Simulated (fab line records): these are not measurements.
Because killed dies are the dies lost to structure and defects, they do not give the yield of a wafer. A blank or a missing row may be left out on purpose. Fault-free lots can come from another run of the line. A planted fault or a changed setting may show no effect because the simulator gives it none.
The same fault as seen by 2 desks + flow ritCmos + each desk holds nothing but its own numbers, with what lay behind them at the end

THE METROLOGY DESK
Lot by lot, what the gauges showed, no matter which tool ran the lot: averages of those sampled wafers that carry a number. Marked OUT: a lot whose mean sits more than 4 standard deviations from the usual mean, which makes it out of limits; the brackets give that distance.
Columns: A = cdNm at RIT_M1_CD_MEAS_09, usual 2600.4 nm
| lot  | first seen here | A                 |
|------|-----------------|-------------------|
| L749 | day 3 06:19     | 2602.4            |
| L750 | day 3 11:49     | 2596.8            |
| L751 | day 3 19:20     | 2601.3            |
| L754 | day 4 12:04     | 2599.1            |
| L758 | day 5 02:22     | 2604.1            |
| L760 | day 5 14:01     | 2610.7 (+4.3) OUT |
| L761 | day 5 19:50     | 2605.5            |
| L762 | day 6 04:14     | 2601.9            |
| L763 | day 6 09:45     | 2597.9            |
| L766 | day 6 23:35     | 2600.7            |
| L767 | day 7 03:19     | 2599.0            |
| L768 | day 7 07:52     | 2602.0            |
| L772 | day 8 04:31     | 2598.9            |
This desk finds L760 out of limits, L760 being first, at day 5 14:01 (cdNm at RIT_M1_CD_MEAS_09). L749, L750, L751, L754, L758, L761, L762, L763, L766, L767, L768, L772 stayed within limits.

FOR THE TOOL OWNER'S DESK: ilineStepper-02
The tool's own readings at RIT_M1_EXPOSE_06 (exposes mask M12, target cd 2600 nm): means of the sampled wafers that have a number, for each lot that ran on this tool. Marked OUT: a lot whose mean sits more than 4 standard deviations from the usual mean, which makes it out of limits; the brackets give that distance.
Columns: A = exposureDoseMJCm2 at RIT_M1_EXPOSE_06, usual 251.42
| lot  | first seen here | A                |
|------|-----------------|------------------|
| L750 | day 3 11:16     | 251.28           |
| L751 | day 3 18:54     | 251.58           |
| L760 | day 5 13:35     | 243.18 (-34) OUT |
| L761 | day 5 19:25     | 244.84 (-27) OUT |
This desk finds L760, L761 out of limits, L760 being first, at day 5 13:35 (exposureDoseMJCm2 at RIT_M1_EXPOSE_06). L750, L751 stayed within limits.

ALL TOGETHER
The tool owner's desk could have raised an alarm at day 5 13:35, on L760, L761.
L760 would have let the metrology desk raise an alarm at day 5 14:01.
The metrology desk holds a record of L761, inside its limits.
RIT_M1_EXPOSE_06 was run on ilineStepper-02 by each of the lots named.

WHAT WAS PUT IN BY THE SIMULATOR
Process parameters drifting: ilineStepper-02 at RIT_M1_EXPOSE_06, beginning at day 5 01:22. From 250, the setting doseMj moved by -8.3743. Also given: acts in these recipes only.
Shown lots that were struck: L760, L761.
Hours from the fault's start to each desk's first reading out of limits: the tool owner's desk, 12; the metrology desk, 13.
